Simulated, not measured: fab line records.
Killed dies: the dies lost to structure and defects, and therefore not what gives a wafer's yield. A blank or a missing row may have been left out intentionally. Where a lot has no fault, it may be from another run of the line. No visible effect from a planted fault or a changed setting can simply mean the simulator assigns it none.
Which of the tools did it? :: flow berkeley_cmos170 :: 18 wafers from 6 lots sampled at 3 of the route's 331 steps

## WHAT EACH GAUGE READ, for each wafer
UCB170_M1_OVL_MEAS_10.
lot: L532
measured: day 8 15:36
on: overlay-01
M1_OVL (nm): -6 6 -6

lot: L533
measured: day 8 13:52
on: overlay-01
M1_OVL (nm): -6 1 -1

lot: L536
measured: day 9 10:03
on: overlay-01
M1_OVL (nm): -8 -7 -2

lot: L538
measured: day 10 06:49
on: overlay-01
M1_OVL (nm): 1 -4 -2

lot: L545
measured: day 11 05:06
on: overlay-01
M1_OVL (nm): -10 -13 -13

lot: L550
measured: day 12 18:55
on: overlay-01
M1_OVL (nm): -11 -11 -9

## WHICH TOOL RAN EACH LOT (tool, then ch and the chambers of the sampled wafers, then the start)
lot: L532
UCB170_PWELL_ETCH_14: rie_diel-01 ch 1,2,3, day 3 19:40
UCB170_ACTIVE_ETCH_15: rie_diel-03 ch 0,1, day 5 04:46

lot: L533
UCB170_PWELL_ETCH_14: rie_diel-04 ch 1,2,3, day 4 00:34
UCB170_ACTIVE_ETCH_15: rie_diel-02 ch 0,2,3, day 5 04:52

lot: L536
UCB170_PWELL_ETCH_14: rie_diel-04 ch 0,1,2, day 4 18:08
UCB170_ACTIVE_ETCH_15: rie_diel-04 ch 0,2,3, day 6 07:05

lot: L538
UCB170_PWELL_ETCH_14: rie_diel-01 ch 0,2, day 5 06:53
UCB170_ACTIVE_ETCH_15: rie_diel-03 ch 1,2,3, day 6 23:13

lot: L545
UCB170_PWELL_ETCH_14: rie_diel-03 ch 1,2,3, day 6 12:12
UCB170_ACTIVE_ETCH_15: rie_diel-03 ch 2,3, day 7 22:41

lot: L550
UCB170_PWELL_ETCH_14: rie_diel-01 ch 1,2,3, day 8 02:13
UCB170_ACTIVE_ETCH_15: rie_diel-02 ch 0,1,3, day 9 16:08
- UCB170_PWELL_ETCH_14: etches Si3N4 in CH3F/Ar/O2, stops on SiO2, target depth 242 nm, time 151 s.
- UCB170_ACTIVE_ETCH_15: etches Si3N4 in CH3F/Ar/O2, stops on SiO2, target depth 242 nm, time 151 s.

## THE ANSWER, worked out from the rows above alone
Rule: usual is defined by the lots themselves. The widest of any qualifying gaps counts: lots, ordered by their means at a reading, are off when they make up no more than a third of the lots, leave a main group of 4 or more, and stand apart from it by 3 or more times the standard deviation of that group's means. Not used: any main group whose means are identical at the precision the tables above print for the reading. Also off: a lot with no number at a reading for which 4 or more lots have one. All remaining lots with rows at the step are treated as sound.
None of the lots is off at any reading shown; this tells nothing.

## WHAT THE SIMULATOR HAD PUT IN
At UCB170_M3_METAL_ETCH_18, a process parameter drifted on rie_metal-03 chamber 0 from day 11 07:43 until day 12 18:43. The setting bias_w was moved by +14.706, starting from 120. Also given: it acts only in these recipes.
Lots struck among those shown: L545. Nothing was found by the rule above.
